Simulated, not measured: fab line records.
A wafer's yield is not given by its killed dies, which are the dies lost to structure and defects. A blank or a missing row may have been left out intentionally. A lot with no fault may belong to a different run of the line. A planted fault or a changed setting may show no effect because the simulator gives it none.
What tool caused it? ; flow rit_cmos ; Sampling: 13 lots, 39 wafers, 6 of 202 route steps

WHAT THE GAUGES READ, wafer by wafer
RIT_ACTIVE_THK_MEAS_04. Usual: for ACTIVE_NITRIDE_THK the level is 149.7 nm and the standard deviation is 1.3.
lot;measured;on;ACTIVE_NITRIDE_THK (nm);flag
L191;day 1 18:33;film_metro-03;146.9 147.6 147.8;
L192;day 1 23:32;film_metro-04;147.8 147.6 148.5;
L193;day 2 04:32;film_metro-04;148.8 148.7 148.5;
L194;day 2 09:34;film_metro-04;150.3 150.9 149.5;
L195;day 2 14:32;film_metro-03;148.7 150.8 149.6;
L196;day 2 19:32;film_metro-04;147.7 147.7 148.3;
L198;day 3 05:32;film_metro-02;149.1 150.4 149.0;
L199;day 3 10:53;film_metro-02;149.6 149.3 150.8;
L209;day 5 12:33;film_metro-02;149.4 150.0 150.7;
L210;day 5 17:32;film_metro-03;151.7 152.0 151.4;
L211;day 5 23:55;film_metro-03;149.8 147.2 148.8;
L212;day 6 03:32;film_metro-04;148.6 149.7 148.1;
L213;day 6 08:33;film_metro-02;150.1 150.0 150.0;

RIT_NRETRO_OVL_MEAS_06. Usual: for NRETRO_OVL the level is -0.2 nm and the standard deviation is 1.3.
lot;measured;on;NRETRO_OVL (nm);flag
L191;day 2 10:59;overlay-01;0.2 1.3 -1.0;
L192;day 2 15:39;overlay-01;-0.5 1.0 0.2;
L193;day 2 20:50;overlay-01;-1.3 -1.5 -1.5;
L194;day 3 00:57;overlay-01;-1.9 -0.2 -0.4;
L195;day 3 05:52;overlay-01;2.2 2.0 0.9;
L196;day 3 11:20;overlay-01;-0.9 -1.1 0.6;
L198;day 3 21:28;overlay-01;-0.8 -0.5 -0.9;
L199;day 4 02:09;overlay-01;- - -;OFF
L209;day 6 04:32;overlay-02;-2.1 -2.1 -2.8;
L210;day 6 09:07;overlay-02;-1.7 -3.0 -0.9;
L211;day 6 15:16;overlay-02;-1.7 -2.8 -1.0;
L212;day 6 20:09;overlay-01;-0.8 0.6 0.4;
L213;day 7 01:29;overlay-02;-0.4 -0.2 0.0;

RIT_NRETRO_TW_MEAS_10. Usual: for NRETRO_TW the level is 1055 and the standard deviation is 7.4.
lot;measured;on;NRETRO_TW;flag
L191;day 2 11:37;film_metro-03;1062 1063 1062;
L192;day 2 16:16;film_metro-04;1057 1055 1064;
L193;day 2 21:27;film_metro-03;1060 1060 1061;
L194;day 3 01:34;film_metro-04;1051 1042 1048;
L195;day 3 06:28;film_metro-04;1057 1059 1054;
L196;day 3 11:57;film_metro-03;1072 1065 1069;
L198;day 3 22:05;film_metro-03;1067 1066 1071;
L199;day 4 02:46;film_metro-04;30 30 30 30 30 30;OFF
L209;day 6 05:09;film_metro-03;1059 1059 1057;
L210;day 6 09:43;film_metro-02;1054 1053 1048;
L211;day 6 15:52;film_metro-04;1064 1061 1059;
L212;day 6 20:46;film_metro-04;1056 1063 1063;
L213;day 7 02:06;film_metro-03;1064 1063 1064;

RIT_PSD_OVL_MEAS_06. Usual: for PSD_OVL the level is 0.9 nm and the standard deviation is 1.1.
lot;measured;on;PSD_OVL (nm);flag
L191;day 3 06:14;overlay-01;2.7 1.8 3.2;
L192;day 3 10:03;overlay-02;1.3 1.6 2.4;
L193;day 3 15:26;overlay-01;1.5 1.7 -0.6;
L194;day 3 19:40;overlay-01;1.5 1.9 -0.2;
L195;day 4 01:57;overlay-02;0.8 -1.1 0.1;
L196;day 4 07:34;overlay-02;2.2 1.8 0.2;
L198;day 4 15:58;overlay-02;-1.4 0.5 -0.5;
L209;day 6 22:52;overlay-02;-0.3 -1.5 0.8;
L210;day 7 04:19;overlay-01;1.3 0.6 0.6;
L211;day 7 10:02;overlay-02;1.0 1.1 1.7;
L212;day 7 16:23;overlay-02;-0.8 -1.8 -0.5;
L213;day 8 00:22;overlay-02;0.1 0.5 -0.6;

WHAT TOOL EACH LOT RAN ON (gives the tool, then ch and the chambers of the sampled wafers, and finally the start)
lot;RIT_NRETRO_EXPOSE_03;RIT_NLDD_STRIP_09
L191;iline_stepper-02 ch 0, day 2 10:35;plasma_asher-04 ch 0,1, day 2 23:35
L192;iline_stepper-02 ch 0, day 2 15:13;plasma_asher-02 ch 1, day 3 03:11
L193;iline_stepper-01 ch 0, day 2 20:25;plasma_asher-04 ch 0,1, day 3 08:43
L194;iline_stepper-02 ch 0, day 3 00:28;plasma_asher-04 ch 0,1, day 3 13:08
L195;iline_stepper-02 ch 0, day 3 05:26;plasma_asher-03 ch 0,1, day 3 18:10
L196;iline_stepper-01 ch 0, day 3 10:55;plasma_asher-04 ch 0,1, day 4 00:35
L198;iline_stepper-01 ch 0, day 3 21:04;plasma_asher-03 ch 0,1, day 4 09:13
L199;iline_stepper-01 ch 0, day 4 01:43;-
L209;iline_stepper-02 ch 0, day 6 04:08;plasma_asher-04 ch 0,1, day 6 16:12
L210;iline_stepper-02 ch 0, day 6 08:29;plasma_asher-04 ch 0,1, day 6 21:29
L211;iline_stepper-02 ch 0, day 6 14:50;plasma_asher-03 ch 0,1, day 7 03:20
L212;iline_stepper-02 ch 0, day 6 19:43;plasma_asher-03 ch 0,1, day 7 09:34
L213;iline_stepper-01 ch 0, day 7 01:04;plasma_asher-03 ch 0,1, day 7 17:11
- RIT_NRETRO_EXPOSE_03: exposes mask M4, target cd 43900 nm.
- RIT_NLDD_STRIP_09: strips in O2, time 180 s.

AS READ BY THE TOOLS THEMSELVES (means over the sampled wafers that have a number; for cases with no such wafer, the mark the record gives instead)
RIT_NLDD_STRIP_09. Usual: drypump_motor_current_A reads 5.8 A (standard deviation 0.48).
lot;tool;drypump_motor_current_A (A);flag
L191;plasma_asher-04;6.0;
L192;plasma_asher-02;4.9;
L193;plasma_asher-04;6.2;
L194;plasma_asher-04;6.2;
L195;plasma_asher-03;6.0;
L196;plasma_asher-04;6.0;
L198;plasma_asher-03;6.0;
L209;plasma_asher-04;6.0;
L210;plasma_asher-04;6.2;
L211;plasma_asher-03;5.9;
L212;plasma_asher-03;5.9;
L213;plasma_asher-03;5.9;

THE ANSWER, worked out from the rows above alone
Rule: take the mean of a lot's wafers that have a number; if it is more than 3 standard deviations from the usual mean, the lot is off. Also off: a lot with no number at a reading for which 4 or more lots have one. Where the step has rows for the other lots, those lots are counted as sound. The gauges are gone through in route order, then the tools' own readings, and for those a lot's mean is taken as printed above. The first step at which some lot is off is used, and at that step the reading that is off furthest; a lot without a number counts as furthest.
Off: L199, at RIT_NRETRO_OVL_MEAS_06 (NRETRO_OVL). Without a number there: L199.
A tool fits if, at a process step before that reading, it ran every lot that is off, and no sound lot after the first of them. The gauges at RIT_NRETRO_OVL_MEAS_06 aren't tried: what is off there is off at RIT_NRETRO_TW_MEAS_10 too, on other tools, and a gauge's error can't cause that. Of those tried, none fits.

WHAT WAS PUT IN BY THE SIMULATOR
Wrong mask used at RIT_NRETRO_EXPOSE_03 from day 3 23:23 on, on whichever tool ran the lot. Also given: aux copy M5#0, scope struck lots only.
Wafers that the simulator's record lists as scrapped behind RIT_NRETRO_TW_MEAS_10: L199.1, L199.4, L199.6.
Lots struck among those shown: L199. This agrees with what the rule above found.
